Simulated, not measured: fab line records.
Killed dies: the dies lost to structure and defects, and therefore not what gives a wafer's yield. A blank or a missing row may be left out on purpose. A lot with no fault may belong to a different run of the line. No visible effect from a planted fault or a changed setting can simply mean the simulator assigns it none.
Which of the tools did it? | flow ritCmos | 15 lots, 45 wafers sampled, at 2 steps of a route of 202

WHAT EACH GAUGE READ, for each wafer
RIT_FOX1_THK_MEAS_01.
lot  | measured    | on           | FOX1_OXIDE_THK (nm)
L456 | day 1 16:58 | filmMetro-01 | 351 354 359
L457 | day 1 23:01 | filmMetro-01 | 362 361 358
L458 | day 2 04:11 | filmMetro-02 | 358 357 358
L459 | day 2 08:04 | filmMetro-01 | 352 347 349
L460 | day 2 12:55 | filmMetro-02 | 355 350 352
L462 | day 2 22:59 | filmMetro-01 | 347 350 351
L463 | day 3 06:37 | filmMetro-03 | 351 352 345
L466 | day 3 20:22 | filmMetro-02 | 397 397 394
L469 | day 4 10:42 | filmMetro-03 | 395 401 399
L472 | day 5 01:04 | filmMetro-03 | 406 406 403
L474 | day 5 11:51 | filmMetro-02 | 358 363 358
L475 | day 5 16:58 | filmMetro-02 | 359 363 355
L477 | day 6 01:57 | filmMetro-01 | 365 360 365
L478 | day 6 06:49 | filmMetro-02 | 346 348 345
L479 | day 6 11:54 | filmMetro-01 | 347 353 347

TOOL THAT RAN EACH LOT (tool first, then ch and the chambers of the sampled wafers, then the start)
lot  | RIT_FOX1_OXIDATION_00
L456 | furnace-04 ch 0, day 1 15:39
L457 | furnace-02 ch 0, day 1 21:41
L458 | furnace-04 ch 0, day 2 02:52
L459 | furnace-04 ch 0, day 2 06:45
L460 | furnace-01 ch 0, day 2 11:35
L462 | furnace-04 ch 0, day 2 21:40
L463 | furnace-02 ch 0, day 3 05:17
L466 | furnace-01 ch 0, day 3 19:03
L469 | furnace-01 ch 0, day 4 09:21
L472 | furnace-01 ch 0, day 4 23:45
L474 | furnace-02 ch 0, day 5 10:32
L475 | furnace-04 ch 0, day 5 15:38
L477 | furnace-02 ch 0, day 6 00:38
L478 | furnace-02 ch 0, day 6 05:31
L479 | furnace-04 ch 0, day 6 10:34
- RIT_FOX1_OXIDATION_00: target thk 350.7 nm, ox time 1130 s.

WHAT THE TOOLS THEMSELVES READ (means of the sampled wafers that have a number; where no wafer has one, the mark that the record gives instead)
RIT_FOX1_OXIDATION_00.
lot  | tool       | spikeTcCentreC (C) | spikeTcLoadC (C) | spikeTcSourceC (C) | tubeCenterTempC (C) | tube_center_temp_C_max | zonePowerCentrePct (%)
L456 | furnace-04 | 1101.6             | 1130.1           | 1130               | 1100                | 1102.3                 | 61
L457 | furnace-02 | 1100.1             | 1125.7           | 1125               | 1100                | 1103.7                 | 64
L458 | furnace-04 | 1102.5             | 1130.0           | 1129               | 1100                | 1102.7                 | 61
L459 | furnace-04 | 1102.1             | 1130.4           | 1130               | 1100                | 1102.7                 | 62
L460 | furnace-01 | 1103.0             | 1126.3           | 1122               | 1100                | 1102.6                 | 51
L462 | furnace-04 | 1102.7             | 1131.1           | 1130               | 1100                | 1103.1                 | 62
L463 | furnace-02 | 1100.7             | 1127.1           | 1126               | 1100                | 1103.1                 | 64
L466 | furnace-01 | 1126.1             | 1150.6           | 1147               | 1125                | 1127.9                 | 52
L469 | furnace-01 | 1127.8             | 1151.1           | 1147               | 1125                | 1127.8                 | 53
L472 | furnace-01 | 1127.1             | 1150.2           | 1147               | 1125                | 1127.8                 | 53
L474 | furnace-02 | 1101.5             | 1126.0           | 1125               | 1100                | 1102.7                 | 64
L475 | furnace-04 | 1102.7             | 1130.9           | 1130               | 1100                | 1102.8                 | 62
L477 | furnace-02 | 1100.6             | 1125.7           | 1126               | 1100                | 1102.5                 | 64
L478 | furnace-02 | 1100.9             | 1126.5           | 1125               | 1100                | 1103.2                 | 64
L479 | furnace-04 | 1102.6             | 1129.6           | 1130               | 1100                | 1102.8                 | 60

THE ANSWER, worked out from the rows above alone
Rule: the lots themselves supply what counts as usual. Put in order of their means at a reading, lots are off if they are a third of the lots or fewer, leave a main group of 4 or more, and stand apart from it by a gap of 3 or more times the standard deviation of the main group's means; of several such gaps the widest counts. If all means in a main group match to the digits the tables above print for the reading, that group is not used. A lot without any number at a reading at which 4 lots or more have one is off too. All remaining lots with rows at the step are treated as sound. Order of review: gauges by route order, followed by the tools' own readings, for which a lot's mean as printed above is used. The first step at which some lot is off is used, and at that step the reading that is off furthest; a lot without a number counts as furthest.
Off: L466, L469, L472, at RIT_FOX1_THK_MEAS_01 (FOX1_OXIDE_THK). For the main group the mean is 354 nm and the standard deviation 5.4.
If a tool, at a process step before that reading, ran all the lots that are off and no sound lot after the first of them, it fits. The gauges at RIT_FOX1_THK_MEAS_01 aren't tried: what is off there is off at RIT_FOX1_OXIDATION_00 too, on other tools, and a gauge's error can't cause that. One fits: RIT_FOX1_OXIDATION_00 on furnace-01. Its last sound lot is L460 (day 2 11:35), its first lot that is off L466 (day 3 19:03): a fault that began between those two fits.
The tool's own readings at RIT_FOX1_OXIDATION_00 bear it out: on the lots that are off they differ by more than 5 times the standard deviation of the sound lots' means. spikeTcCentreC reads 1127.0 C there against 1101.8 C on the sound lots; spikeTcLoadC reads 1150.6 C there against 1128.3 C on the sound lots; spikeTcSourceC reads 1147 C there against 1127 C on the sound lots; tubeCenterTempC reads 1125 C there against 1100 C on the sound lots; tube_center_temp_C_max reads 1127.8 there against 1102.8 on the sound lots.

WHAT THE SIMULATOR HAD PUT IN
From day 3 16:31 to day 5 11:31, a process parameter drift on furnace-01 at RIT_FOX1_OXIDATION_00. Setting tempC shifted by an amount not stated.
Struck lots among those shown: L466, L469, L472. Same finding as the rule above.
